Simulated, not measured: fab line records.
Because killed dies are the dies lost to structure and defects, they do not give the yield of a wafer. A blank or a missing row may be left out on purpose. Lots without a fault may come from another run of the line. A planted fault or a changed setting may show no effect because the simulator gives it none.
2 desks looking at one fault -- flow berkeley-cmos170 -- what lay behind the numbers comes last; until then each desk has only its own

== DESK OF THE TOOL OWNER: implanter-02 ==
The tool's own readings at UCB170_NWELL_IMPLANT_14, given as means over the sampled wafers that have a number, one for each lot that went through this tool. A lot is out of limits, marked OUT, if its mean lies more than 4 standard deviations from the usual mean; the brackets give that distance.
Columns: A = dose-ions-cm2 at UCB170_NWELL_IMPLANT_14, usual 1e+13; B = end-station-pressure-torr at UCB170_NWELL_IMPLANT_14, usual 5.05e-06 Torr; C = tilt-deg at UCB170_NWELL_IMPLANT_14, usual 6.995 degrees
lot,first seen here,A,B,C
L233,day 3 01:28,1e+13,5.18e-06,6.958
L234,day 3 08:02,1e+13,5.20e-06,7.002
L236,day 3 14:13,1e+13,4.96e-06,6.968
L240,day 4 06:04,1e+13,5.11e-06,8.019 (+51) OUT
L242,day 4 22:17,1e+13,5.14e-06,8.016 (+51) OUT
Finding of this desk: L240, L242 out of limits; the first was L240 at day 4 06:04, on tilt-deg at UCB170_NWELL_IMPLANT_14. In limits: L233, L234, L236.

== AT THE METROLOGY DESK ==
What the gauges read for every lot (on any tool): the sampled wafers with a number, averaged. A lot is out of limits, marked OUT, if its mean lies more than 4 standard deviations from the usual mean; the brackets give that distance.
Columns: A = NWELL_TW at UCB170_NWELL_TW_MEAS_16, usual 1240; B = PVT_OVL at UCB170_PVT_OVL_MEAS_06, usual 2 nm; C = GATE_OVL at UCB170_GATE_OVL_MEAS_13, usual 0 nm
lot,first seen here,A,B,C
L233,day 3 01:41,1258,8,-9
L234,day 3 08:17,1222,-3,-5
L236,day 3 14:28,1266,0,2
L240,day 4 06:17,1245,1,4
L241,day 4 22:26,1231,-6,1
L242,day 4 22:32,1249,11,8
L244,day 5 05:41,1227,4,-3
L246,day 5 17:49,1259,3,-5
L245,day 5 17:55,1227,14,5
L248,day 6 02:30,1230,-2,0
L250,day 6 11:49,1262,11,2
L251,day 6 21:03,1225,-3,0
L252,day 6 21:28,1255,-2,8
L254,day 7 04:53,1258,6,-3
Result from this desk: across the 14 lots, nothing is out of limits.

== PUT TOGETHER ==
At day 4 06:04, on L240, L242, the tool owner's desk was in a position to raise an alarm.
Metrology desk: nothing out of limits seen.
The metrology desk has L240, L242 on record, within its limits.
All the named lots went through UCB170_NWELL_IMPLANT_14 on implanter-02.

== WHAT HAD BEEN PUT IN BY THE SIMULATOR ==
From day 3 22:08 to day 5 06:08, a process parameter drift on implanter-02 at UCB170_NWELL_IMPLANT_14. From 7, the setting tilt-deg moved by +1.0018. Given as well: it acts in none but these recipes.
Lots struck among those shown: L240, L242.
Time in hours from fault onset to the first out-of-limits reading at each desk: the tool owner's desk, 8.
